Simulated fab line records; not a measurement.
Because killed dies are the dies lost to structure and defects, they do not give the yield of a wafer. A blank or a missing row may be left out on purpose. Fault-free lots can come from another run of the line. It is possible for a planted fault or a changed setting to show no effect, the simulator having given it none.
Which tool was responsible? :: flow berkeleyCmos170 :: 14 lots, 42 wafers sampled, at 3 steps of a route of 331

## WHAT EACH GAUGE READ, for each wafer
UCB170_SILICIDE_RS_MEAS_02: measurement is done with a four-point probe.
lot: L873
measured: day 6 18:14
on: filmMetro-03
SILICIDE_TI_RS (ohm/sq): 25.85 26.00 25.81

lot: L872
measured: day 6 18:37
on: filmMetro-03
SILICIDE_TI_RS (ohm/sq): 26.28 26.08 26.01

lot: L875
measured: day 6 21:33
on: filmMetro-01
SILICIDE_TI_RS (ohm/sq): 25.64 25.99 25.79

lot: L876
measured: day 7 08:32
on: filmMetro-02
SILICIDE_TI_RS (ohm/sq): 26.49 26.42 26.83

lot: L880
measured: day 7 21:37
on: filmMetro-03
SILICIDE_TI_RS (ohm/sq): 26.01 26.17 25.89

lot: L881
measured: day 8 05:56
on: filmMetro-02
SILICIDE_TI_RS (ohm/sq): 26.11 27.80 26.29

lot: L883
measured: day 8 15:47
on: filmMetro-02
SILICIDE_TI_RS (ohm/sq): 25.79 25.87 27.53

lot: L882
measured: day 8 15:58
on: filmMetro-01
SILICIDE_TI_RS (ohm/sq): 26.58 26.58 26.20

lot: L886
measured: day 9 19:29
on: filmMetro-02
SILICIDE_TI_RS (ohm/sq): 25.69 26.05 25.81

lot: L887
measured: day 9 20:32
on: filmMetro-01
SILICIDE_TI_RS (ohm/sq): 25.93 25.83 26.01

lot: L891
measured: day 10 19:19
on: filmMetro-02
SILICIDE_TI_RS (ohm/sq): 26.14 26.24 25.80

lot: L892
measured: day 10 19:49
on: filmMetro-01
SILICIDE_TI_RS (ohm/sq): 25.59 25.65 25.90

lot: L894
measured: day 10 23:44
on: filmMetro-02
SILICIDE_TI_RS (ohm/sq): 25.99 26.42 25.95

lot: L895
measured: day 11 16:07
on: filmMetro-02
SILICIDE_TI_RS (ohm/sq): 25.75 25.56 26.17

UCB170_SILICIDE_THK_MEAS_03: measures by xrf.
lot: L873
measured: day 6 18:20
on: filmMetro-03
SILICIDE_TI_THK (nm): 30.89 30.69 30.86

lot: L872
measured: day 6 18:44
on: filmMetro-03
SILICIDE_TI_THK (nm): 30.58 30.68 30.79

lot: L875
measured: day 6 21:40
on: filmMetro-01
SILICIDE_TI_THK (nm): 31.14 30.91 31.22

lot: L876
measured: day 7 08:38
on: filmMetro-02
SILICIDE_TI_THK (nm): 30.52 30.83 30.30

lot: L880
measured: day 7 21:44
on: filmMetro-03
SILICIDE_TI_THK (nm): 30.85 30.77 30.85

lot: L881
measured: day 8 06:03
on: filmMetro-02
SILICIDE_TI_THK (nm): 31.03 29.45 30.68

lot: L883
measured: day 8 15:55
on: filmMetro-02
SILICIDE_TI_THK (nm): 31.24 31.19 29.94

lot: L882
measured: day 8 16:05
on: filmMetro-01
SILICIDE_TI_THK (nm): 30.26 30.48 30.74

lot: L886
measured: day 9 19:35
on: filmMetro-02
SILICIDE_TI_THK (nm): 31.47 30.93 31.34

lot: L887
measured: day 9 20:39
on: filmMetro-01
SILICIDE_TI_THK (nm): 31.07 31.19 31.05

lot: L891
measured: day 10 19:25
on: filmMetro-02
SILICIDE_TI_THK (nm): 30.98 30.59 31.07

lot: L892
measured: day 10 19:56
on: filmMetro-01
SILICIDE_TI_THK (nm): 31.16 31.26 30.87

lot: L894
measured: day 10 23:52
on: filmMetro-02
SILICIDE_TI_THK (nm): 31.13 30.66 31.16

lot: L895
measured: day 11 16:13
on: filmMetro-02
SILICIDE_TI_THK (nm): 31.27 31.44 30.87

## TOOL THAT RAN EACH LOT (tool first, then ch and the chambers of the sampled wafers, then the start)
lot: L873
UCB170_SILICIDE_SPUTTER_01: pvdSputter-02, day 6 18:10

lot: L872
UCB170_SILICIDE_SPUTTER_01: pvdSputter-01, day 6 18:35

lot: L875
UCB170_SILICIDE_SPUTTER_01: pvdSputter-02, day 6 21:31

lot: L876
UCB170_SILICIDE_SPUTTER_01: pvdSputter-04, day 7 08:29

lot: L880
UCB170_SILICIDE_SPUTTER_01: pvdSputter-04, day 7 21:35

lot: L881
UCB170_SILICIDE_SPUTTER_01: pvdSputter-02, day 8 05:53

lot: L883
UCB170_SILICIDE_SPUTTER_01: pvdSputter-02, day 8 15:46

lot: L882
UCB170_SILICIDE_SPUTTER_01: pvdSputter-04, day 8 15:56

lot: L886
UCB170_SILICIDE_SPUTTER_01: pvdSputter-04, day 9 19:26

lot: L887
UCB170_SILICIDE_SPUTTER_01: pvdSputter-01, day 9 20:29

lot: L891
UCB170_SILICIDE_SPUTTER_01: pvdSputter-01, day 10 19:16

lot: L892
UCB170_SILICIDE_SPUTTER_01: pvdSputter-04, day 10 19:47

lot: L894
UCB170_SILICIDE_SPUTTER_01: pvdSputter-01, day 10 23:43

lot: L895
UCB170_SILICIDE_SPUTTER_01: pvdSputter-04, day 11 16:04
- UCB170_SILICIDE_SPUTTER_01: material Ti, target thk 30 nm, time 25 s.

## WHAT THE TOOLS THEMSELVES READ (means of the sampled wafers that have a number; where no wafer has one, the mark that the record gives instead)
UCB170_SILICIDE_SPUTTER_01.
lot: L873
tool: pvdSputter-02
chamberPressurePa (Pa): 0.5003
throttleValvePct (%): 30.5

lot: L872
tool: pvdSputter-01
chamberPressurePa (Pa): 0.5000
throttleValvePct (%): 30.1

lot: L875
tool: pvdSputter-02
chamberPressurePa (Pa): 0.4995
throttleValvePct (%): 30.8

lot: L876
tool: pvdSputter-04
chamberPressurePa (Pa): 0.5010
throttleValvePct (%): 29.3

lot: L880
tool: pvdSputter-04
chamberPressurePa (Pa): 0.5000
throttleValvePct (%): 29.1

lot: L881
tool: pvdSputter-02
chamberPressurePa (Pa): 0.5380
throttleValvePct (%): 28.1

lot: L883
tool: pvdSputter-02
chamberPressurePa (Pa): 0.5376
throttleValvePct (%): 28.8

lot: L882
tool: pvdSputter-04
chamberPressurePa (Pa): 0.5010
throttleValvePct (%): 29.3

lot: L886
tool: pvdSputter-04
chamberPressurePa (Pa): 0.4993
throttleValvePct (%): 29.3

lot: L887
tool: pvdSputter-01
chamberPressurePa (Pa): 0.4999
throttleValvePct (%): 29.3

lot: L891
tool: pvdSputter-01
chamberPressurePa (Pa): 0.5001
throttleValvePct (%): 30.1

lot: L892
tool: pvdSputter-04
chamberPressurePa (Pa): 0.5002
throttleValvePct (%): 30.3

lot: L894
tool: pvdSputter-01
chamberPressurePa (Pa): 0.5006
throttleValvePct (%): 29.2

lot: L895
tool: pvdSputter-04
chamberPressurePa (Pa): 0.4995
throttleValvePct (%): 29.4

## THE ANSWER, worked out from the rows above alone
Rule: the usual values come from the lots themselves. Put in order of their means at a reading, lots are off if they are a third of the lots or fewer, leave a main group of 4 or more, and stand apart from it by a gap of 3 or more times the standard deviation of the main group's means; of several such gaps the widest counts. If all means in a main group match to the digits the tables above print for the reading, that group is not used. Also off: a lot with no number at a reading for which 4 or more lots have one. All remaining lots with rows at the step are treated as sound. Order of review: gauges by route order, followed by the tools' own readings, for which a lot's mean as printed above is used. The first step at which some lot is off is used, and at that step the reading that is off furthest; a lot without a number counts as furthest.
Off: L881, L883 (UCB170_SILICIDE_SPUTTER_01, chamberPressurePa). For the main group the mean is 0.5001 Pa and the standard deviation 0.00053.
A tool fits if, at that step or a process step before it, it ran every lot that is off, and no sound lot after the first of them. One candidate fits, namely pvdSputter-02 at UCB170_SILICIDE_SPUTTER_01. A fault onset in the window from L875 (day 6 21:31, its last sound lot) to L881 (day 8 05:53, its first lot off) fits.
The tool's own readings at UCB170_SILICIDE_SPUTTER_01 bear it out: on the lots that are off they differ by more than 5 times the standard deviation of the sound lots' means. chamberPressurePa reads 0.5378 Pa there against 0.5001 Pa on the sound lots.

## WHAT THE SIMULATOR HAD PUT IN
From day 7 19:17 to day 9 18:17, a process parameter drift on pvdSputter-02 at UCB170_SILICIDE_SPUTTER_01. Setting chamberPressurePa, moved by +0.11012, from 0.5. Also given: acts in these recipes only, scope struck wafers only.
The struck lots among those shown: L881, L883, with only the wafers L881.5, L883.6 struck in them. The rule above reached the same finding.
